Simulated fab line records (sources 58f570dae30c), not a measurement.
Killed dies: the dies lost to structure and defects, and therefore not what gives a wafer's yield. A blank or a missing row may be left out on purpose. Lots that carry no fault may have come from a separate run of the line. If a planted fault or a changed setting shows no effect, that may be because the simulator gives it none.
A struck lot beside a sound one || flow berkeley cmos170 || 14 steps out of a route of 331
Sound: wafers L975.2, L975.5, L975.6. The struck wafers were L976.1, L976.4, L976.6. The cause is named last.
Each step with rows lists, per side, the tool, then ch with its chambers, then its first start. Under that, the readings that differ: sound wafers || struck wafers || difference of the means || sigmas: that difference in standard deviations of wafers without a fault.
alike: readings with means less than 2 such deviations apart, plus words and numbers identical on both sides. not compared: withheld readings, readings lacking a value on some wafer, bounds such as >300 that could conceal the same value, and numbers that have no deviation in the record and whose values overlap.
A row with sigmas, a row that says differs or no value, or rows on one side alone: a step with any of these is where the two part. When numbers do not overlap yet have no deviation, they are printed without sigmas and do not part them. A reading missing from all wafers of one side parts the sides only when that side holds two or more wafers.

first, 3 steps without rows for these wafers: UCB170_NVT_EXPOSE_03 (exposes mask PWELL, target cd 3000 nm); UCB170_NVT_PEB_04; UCB170_NVT_DEVELOP_05 (develop time 45 s).
UCB170_NVT_OVL_MEAS_06:
  sound on overlay-02, day 7 02:23; struck on overlay-02, day 7 02:39
  alike: NVT_OVL
following that, these wafers have no rows for 1 step: UCB170_NVT_IMPLANT_07.
UCB170_NVT_STRIP_08: strips in O2.
  sound on plasma asher-03 ch 0,1, day 7 02:34; struck on plasma asher-02 ch 0, day 7 02:50
{"reading": "strip time to endpoint s (s)", "sound": "21.75 21.74 21.76", "struck": "21.59 21.58 21.62", "difference": -0.15, "sigmas": -2}
  alike: drypump motor current A, oes product au
  not compared: rf hours counter h
UCB170_NVT_TW_MEAS_09:
  sound on film metro-04, day 7 02:40; struck on film metro-03, day 7 02:56
  alike: NVT_TW
then, 5 steps without rows for these wafers: UCB170_NVT_CLEAN_10 (cleans in SPM, time 600 s); UCB170_PVT_HMDS_00 (prime time 60 s); UCB170_PVT_COAT_01 (resist thk 900 nm); UCB170_PVT_SOFTBAKE_02 (time 60 s); UCB170_PVT_EXPOSE_03 (exposes mask NWELL, target cd 3000 nm).
UCB170_PVT_PEB_04:
  struck on litho track-01, day 7 06:00; sound on litho track-03 ch 0, day 7 05:07
  no value came back on the struck wafers for chill plate temp C (C), exhaust pa (Pa); on the sound wafers chill plate temp C (C) reads 22.90 22.96 22.99
then, 1 step without rows for these wafers: UCB170_PVT_DEVELOP_05 (develop time 45 s).

WHERE THEY PART
At UCB170_NVT_STRIP_08 first; at UCB170_PVT_PEB_04 last (within this record only).

WHY: what the simulator had put in
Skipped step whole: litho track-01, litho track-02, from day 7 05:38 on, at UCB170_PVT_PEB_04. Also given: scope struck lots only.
